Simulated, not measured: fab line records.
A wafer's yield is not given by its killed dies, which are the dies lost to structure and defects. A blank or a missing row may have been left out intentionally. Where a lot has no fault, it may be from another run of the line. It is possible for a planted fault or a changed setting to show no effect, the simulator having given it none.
Matching of chambers | flow berkeley cmos170 | 4 sister chambers for UCB170_V1_CMP_02 on cmp-01
The step polishes SiO2. 8 wafers are shown with their chamber, then 8 later ones without.

WAFERS, EACH WITH ITS CHAMBER
wafer  | chamber | motor current A (A) | head pressure psi (psi)
L125.3 | 2       | 12.4                | 6.001
L129.6 | 2       | 11.7                | 5.987
L133.2 | 1       | 13.9                | 5.975
L133.4 | 0       | 18.0                | 6.010
L134.2 | 0       | 17.9                | 6.011
L134.4 | 3       | 15.3                | 5.994
L134.6 | 3       | 15.2                | 5.983
L142.2 | 1       | 15.0                | 5.987

WAFERS WITHOUT THEIR CHAMBER
wafer  | motor current A (A) | head pressure psi (psi)
L142.4 | 15.4                | 5.961
L142.6 | 14.8                | 6.003
L144.1 | 15.0                | 6.006
L144.2 | 13.6                | 6.009
L144.3 | 12.2                | 5.972
L145.1 | 15.2                | 6.007
L145.3 | 14.4                | 6.025
L145.5 | 18.0                | 5.995

EACH ONE'S CHAMBER
wafer  | from the rows above          | in truth
L142.4 | can't be placed: 1 or 3      | 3
L142.6 | can't be placed: 3 or 1      | 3
L144.1 | can't be placed: 3 or 1      | 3
L144.2 | can't be placed: 2 or 1 or 3 | 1
L144.3 | 2                            | 2
L145.1 | can't be placed: 3 or 1      | 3
L145.3 | can't be placed: 3 or 1 or 2 | 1
L145.5 | 0                            | 0
2 of 8 placed correctly. From these rows, 6 cannot be placed; in 6 the true chamber is one of the candidates. Wrongly placed: 0.
How it was worked out, from the rows above alone: a wafer's distance from a chamber is the root of the sum, over the readings, of the square of ((its reading less the chamber's mean) divided by the reading's scatter). The wafer belongs to the nearest chamber; if the next one is less than 2 further off, it can't be placed. For every chamber, the mean is computed from those of its wafers that are shown. How the scatter is found: for the shown wafers, subtract from each reading the mean of its chamber, square and add these, divide the total by (wafers less chambers), then take the root.
